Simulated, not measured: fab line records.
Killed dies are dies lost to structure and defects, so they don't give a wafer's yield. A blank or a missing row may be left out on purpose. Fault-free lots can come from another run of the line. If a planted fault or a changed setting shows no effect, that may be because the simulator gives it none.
Which tool did it? :: flow berkeley cmos170 :: 14 lots, 42 wafers sampled, at 5 steps of a route of 331

## WHAT THE GAUGES SHOWED, per wafer
UCB170_PWELL_TW_MEAS_17.
lot: L596
measured: day 3 02:38
on: film metro-02
PWELL_TW: 379 378 379

lot: L597
measured: day 3 02:23
on: film metro-03
PWELL_TW: 373 374 373

lot: L598
measured: day 3 14:53
on: film metro-01
PWELL_TW: 378 380 378

lot: L600
measured: day 3 14:22
on: film metro-02
PWELL_TW: 379 378 376

lot: L605
measured: day 4 23:52
on: film metro-03
PWELL_TW: 371 371 370

lot: L607
measured: day 5 10:44
on: film metro-01
PWELL_TW: 381 382 384

lot: L610
measured: day 5 22:06
on: film metro-01
PWELL_TW: 382 381 383

lot: L611
measured: day 6 06:04
on: film metro-01
PWELL_TW: 383 380 382

lot: L612
measured: day 6 14:34
on: film metro-03
PWELL_TW: 374 374 375

lot: L613
measured: day 6 20:19
on: film metro-02
PWELL_TW: 378 377 378

lot: L614
measured: day 6 20:25
on: film metro-03
PWELL_TW: 378 375 377

lot: L615
measured: day 7 02:05
on: film metro-02
PWELL_TW: 379 378 377

lot: L618
measured: day 7 13:49
on: film metro-01
PWELL_TW: 382 383 381

lot: L619
measured: day 7 22:04
on: film metro-03
PWELL_TW: 377 374 378

UCB170_PFIELD_TW_MEAS_09.
lot: L596
measured: day 4 12:20
on: film metro-03
PFIELD_TW: 588 587 584

lot: L597
measured: day 4 12:31
on: film metro-04
PFIELD_TW: 602 602 603

lot: L598
measured: day 4 17:40
on: film metro-03
PFIELD_TW: 589 586 587

lot: L600
measured: day 4 18:17
on: film metro-03
PFIELD_TW: 588 593 588

lot: L605
measured: day 6 06:01
on: film metro-03
PFIELD_TW: 595 595 595

lot: L607
measured: day 6 15:37
on: film metro-02
PFIELD_TW: 583 580 582

lot: L610
measured: day 7 02:28
on: film metro-02
PFIELD_TW: 581 584 584

lot: L611
measured: day 7 12:46
on: film metro-04
PFIELD_TW: 600 605 604

lot: L612
measured: day 7 17:59
on: film metro-03
PFIELD_TW: 591 595 594

lot: L613
measured: day 8 05:02
on: film metro-02
PFIELD_TW: 596 598 597

lot: L614
measured: day 8 04:52
on: film metro-03
PFIELD_TW: 594 598 594

lot: L615
measured: day 8 07:24
on: film metro-04
PFIELD_TW: 601 601 601

lot: L618
measured: day 8 22:29
on: film metro-02
PFIELD_TW: 598 600 598

lot: L619
measured: day 9 11:23
on: film metro-03
PFIELD_TW: 593 591 593

## TOOL THAT RAN EACH LOT (tool first, then ch and the chambers of the sampled wafers, then the start)
lot: L596
UCB170_ZERO_ETCH_06: rie diel-04 ch 0,1,2, day 1 22:41
UCB170_PFIELD_IMPLANT_07: implanter-04 ch 0, day 4 12:05
UCB170_PFIELD_STRIP_08: plasma asher-02 ch 0,1, day 4 12:13

lot: L597
UCB170_ZERO_ETCH_06: rie diel-02 ch 2,3, day 2 01:40
UCB170_PFIELD_IMPLANT_07: implanter-03 ch 0, day 4 12:16
UCB170_PFIELD_STRIP_08: plasma asher-04 ch 0,1, day 4 12:25

lot: L598
UCB170_ZERO_ETCH_06: rie diel-02 ch 0,2,3, day 2 07:11
UCB170_PFIELD_IMPLANT_07: implanter-04 ch 0, day 4 17:25
UCB170_PFIELD_STRIP_08: plasma asher-04 ch 0,1, day 4 17:34

lot: L600
UCB170_ZERO_ETCH_06: rie diel-04 ch 0,2,3, day 2 15:59
UCB170_PFIELD_IMPLANT_07: implanter-03 ch 0, day 4 18:02
UCB170_PFIELD_STRIP_08: plasma asher-03 ch 0,1, day 4 18:11

lot: L605
UCB170_ZERO_ETCH_06: rie diel-04 ch 0,1,2, day 3 16:49
UCB170_PFIELD_IMPLANT_07: implanter-01 ch 0, day 6 05:44
UCB170_PFIELD_STRIP_08: plasma asher-02 ch 0,1, day 6 05:55

lot: L607
UCB170_ZERO_ETCH_06: rie diel-04 ch 2,3, day 4 00:26
UCB170_PFIELD_IMPLANT_07: implanter-04 ch 0, day 6 15:22
UCB170_PFIELD_STRIP_08: plasma asher-03 ch 0,1, day 6 15:30

lot: L610
UCB170_ZERO_ETCH_06: rie diel-04 ch 0,3, day 4 15:07
UCB170_PFIELD_IMPLANT_07: implanter-04 ch 0, day 7 02:14
UCB170_PFIELD_STRIP_08: plasma asher-04 ch 0,1, day 7 02:22

lot: L611
UCB170_ZERO_ETCH_06: rie diel-02 ch 0,1, day 4 18:51
UCB170_PFIELD_IMPLANT_07: implanter-01 ch 0, day 7 12:32
UCB170_PFIELD_STRIP_08: plasma asher-02 ch 0, day 7 12:40

lot: L612
UCB170_ZERO_ETCH_06: rie diel-02 ch 0,2,3, day 5 06:37
UCB170_PFIELD_IMPLANT_07: implanter-01 ch 0, day 7 17:45
UCB170_PFIELD_STRIP_08: plasma asher-03 ch 0,1, day 7 17:53

lot: L613
UCB170_ZERO_ETCH_06: rie diel-03 ch 2,3, day 5 12:28
UCB170_PFIELD_IMPLANT_07: implanter-01 ch 0, day 8 04:47
UCB170_PFIELD_STRIP_08: plasma asher-03 ch 0,1, day 8 04:56

lot: L614
UCB170_ZERO_ETCH_06: rie diel-03 ch 1,2, day 5 18:17
UCB170_PFIELD_IMPLANT_07: implanter-03 ch 0, day 8 04:38
UCB170_PFIELD_STRIP_08: plasma asher-02 ch 1, day 8 04:46

lot: L615
UCB170_ZERO_ETCH_06: rie diel-02 ch 1,3, day 5 22:40
UCB170_PFIELD_IMPLANT_07: implanter-01 ch 0, day 8 07:10
UCB170_PFIELD_STRIP_08: plasma asher-03 ch 0,1, day 8 07:17

lot: L618
UCB170_ZERO_ETCH_06: rie diel-02 ch 0,1,3, day 6 06:10
UCB170_PFIELD_IMPLANT_07: implanter-01 ch 0, day 8 22:14
UCB170_PFIELD_STRIP_08: plasma asher-03 ch 0,1, day 8 22:23

lot: L619
UCB170_ZERO_ETCH_06: rie diel-02 ch 0,3, day 6 15:47
UCB170_PFIELD_IMPLANT_07: implanter-01 ch 0, day 9 11:10
UCB170_PFIELD_STRIP_08: plasma asher-02 ch 0,1, day 9 11:17
- UCB170_ZERO_ETCH_06: etches SiO2 in CHF3/CF4/Ar, time 12 s.
- UCB170_PFIELD_IMPLANT_07
- UCB170_PFIELD_STRIP_08: strips in O2.

## WHAT THE TOOLS THEMSELVES READ (means of the sampled wafers that have a number; where no wafer has one, the mark that the record gives instead)
UCB170_ZERO_ETCH_06.
lot: L596
tool: rie diel-04
drypump motor current A (A): 6.1
oes product au (a.u.): 0.628
rf fwd power W (W): 491.8
throttle valve pct (%): 9.13

lot: L597
tool: rie diel-02
drypump motor current A (A): 5.8
oes product au (a.u.): 0.623
rf fwd power W (W): 489.1
throttle valve pct (%): 9.18

lot: L598
tool: rie diel-02
drypump motor current A (A): 5.7
oes product au (a.u.): 0.618
rf fwd power W (W): 490.1
throttle valve pct (%): 9.18

lot: L600
tool: rie diel-04
drypump motor current A (A): 5.9
oes product au (a.u.): 0.631
rf fwd power W (W): 491.5
throttle valve pct (%): 9.18

lot: L605
tool: rie diel-04
drypump motor current A (A): 6.0
oes product au (a.u.): 0.630
rf fwd power W (W): 492.6
throttle valve pct (%): 9.13

lot: L607
tool: rie diel-04
drypump motor current A (A): 6.3
oes product au (a.u.): 0.626
rf fwd power W (W): 493.3
throttle valve pct (%): 9.24

lot: L610
tool: rie diel-04
drypump motor current A (A): 5.6
oes product au (a.u.): 0.626
rf fwd power W (W): 494.4
throttle valve pct (%): 9.15

lot: L611
tool: rie diel-02
drypump motor current A (A): 5.6
oes product au (a.u.): 0.617
rf fwd power W (W): 493.4
throttle valve pct (%): 9.18

lot: L612
tool: rie diel-02
drypump motor current A (A): 5.7
oes product au (a.u.): 0.616
rf fwd power W (W): 490.3
throttle valve pct (%): 9.18

lot: L613
tool: rie diel-03
drypump motor current A (A): 5.6
oes product au (a.u.): 0.613
rf fwd power W (W): 493.4
throttle valve pct (%): 9.24

lot: L614
tool: rie diel-03
drypump motor current A (A): 5.8
oes product au (a.u.): 0.605
rf fwd power W (W): 492.1
throttle valve pct (%): 9.20

lot: L615
tool: rie diel-02
drypump motor current A (A): 6.0
oes product au (a.u.): 0.607
rf fwd power W (W): 490.2
throttle valve pct (%): 9.30

lot: L618
tool: rie diel-02
drypump motor current A (A): 5.8
oes product au (a.u.): 0.617
rf fwd power W (W): 492.5
throttle valve pct (%): 9.23

lot: L619
tool: rie diel-02
drypump motor current A (A): 5.5
oes product au (a.u.): 0.618
rf fwd power W (W): 491.3
throttle valve pct (%): 9.19

UCB170_PFIELD_IMPLANT_07.
lot: L596
tool: implanter-04
beam energy keV: 80.000
faraday current uA: 62.6

lot: L597
tool: implanter-03
beam energy keV: 79.982
faraday current uA: 62.9

lot: L598
tool: implanter-04
beam energy keV: 80.008
faraday current uA: 63.4

lot: L600
tool: implanter-03
beam energy keV: 79.997
faraday current uA: 64.6

lot: L605
tool: implanter-01
beam energy keV: 79.980
faraday current uA: 64.8

lot: L607
tool: implanter-04
beam energy keV: 63.060
faraday current uA: 65.0

lot: L610
tool: implanter-04
beam energy keV: 63.013
faraday current uA: 62.4

lot: L611
tool: implanter-01
beam energy keV: 79.993
faraday current uA: 63.8

lot: L612
tool: implanter-01
beam energy keV: 79.985
faraday current uA: 64.1

lot: L613
tool: implanter-01
beam energy keV: 80.013
faraday current uA: 64.2

lot: L614
tool: implanter-03
beam energy keV: 80.001
faraday current uA: 62.7

lot: L615
tool: implanter-01
beam energy keV: 79.993
faraday current uA: 63.0

lot: L618
tool: implanter-01
beam energy keV: 80.026
faraday current uA: 63.8

lot: L619
tool: implanter-01
beam energy keV: 79.997
faraday current uA: 63.2

UCB170_PFIELD_STRIP_08.
lot: L596
tool: plasma asher-02
drypump motor current A (A): 5.6
oes product au (a.u.): 0.736
strip time to endpoint s (s): 21.65

lot: L597
tool: plasma asher-04
drypump motor current A (A): 6.2
oes product au (a.u.): 0.729
strip time to endpoint s (s): 21.62

lot: L598
tool: plasma asher-04
drypump motor current A (A): 6.2
oes product au (a.u.): 0.729
strip time to endpoint s (s): 21.66

lot: L600
tool: plasma asher-03
drypump motor current A (A): 5.5
oes product au (a.u.): 0.734
strip time to endpoint s (s): 21.67

lot: L605
tool: plasma asher-02
drypump motor current A (A): 5.4
oes product au (a.u.): 0.732
strip time to endpoint s (s): 21.55

lot: L607
tool: plasma asher-03
drypump motor current A (A): 5.5
oes product au (a.u.): 0.733
strip time to endpoint s (s): 21.57

lot: L610
tool: plasma asher-04
drypump motor current A (A): 6.1
oes product au (a.u.): 0.737
strip time to endpoint s (s): 21.62

lot: L611
tool: plasma asher-02
drypump motor current A (A): 5.1
oes product au (a.u.): 0.731
strip time to endpoint s (s): 21.65

lot: L612
tool: plasma asher-03
drypump motor current A (A): 5.5
oes product au (a.u.): 0.737
strip time to endpoint s (s): 21.58

lot: L613
tool: plasma asher-03
drypump motor current A (A): 5.5
oes product au (a.u.): 0.735
strip time to endpoint s (s): 21.65

lot: L614
tool: plasma asher-02
drypump motor current A (A): 5.9
oes product au (a.u.): 0.737
strip time to endpoint s (s): 21.49

lot: L615
tool: plasma asher-03
drypump motor current A (A): 5.5
oes product au (a.u.): 0.737
strip time to endpoint s (s): 21.67

lot: L618
tool: plasma asher-03
drypump motor current A (A): 5.5
oes product au (a.u.): 0.735
strip time to endpoint s (s): 21.65

lot: L619
tool: plasma asher-02
drypump motor current A (A): 5.6
oes product au (a.u.): 0.733
strip time to endpoint s (s): 21.64

## THE ANSWER, worked out from the rows above alone
Rule: what is usual is taken from the lots themselves. Put in order of their means at a reading, lots are off if they are a third of the lots or fewer, leave a main group of 4 or more, and stand apart from it by a gap of 3 or more times the standard deviation of the main group's means; of several such gaps the widest counts. Not used: any main group whose means are identical at the precision the tables above print for the reading. A lot without any number at a reading at which 4 lots or more have one is off too. Where the step has rows for the other lots, those lots are counted as sound. Order of review: gauges by route order, followed by the tools' own readings, for which a lot's mean as printed above is used. The first step at which some lot is off is used, and at that step the reading that is off furthest; a lot without a number counts as furthest.
Off: L607, L610, at UCB170_PFIELD_IMPLANT_07 (beam energy keV). For the main group the mean is 79.998 and the standard deviation 0.013.
A tool fits if, at that step or a process step before it, it ran every lot that is off, and no sound lot after the first of them. Undecided on this evidence; 2 tools fit (rie diel-04 at UCB170_ZERO_ETCH_06, implanter-04 at UCB170_PFIELD_IMPLANT_07).

## WHAT THE SIMULATOR HAD PUT IN
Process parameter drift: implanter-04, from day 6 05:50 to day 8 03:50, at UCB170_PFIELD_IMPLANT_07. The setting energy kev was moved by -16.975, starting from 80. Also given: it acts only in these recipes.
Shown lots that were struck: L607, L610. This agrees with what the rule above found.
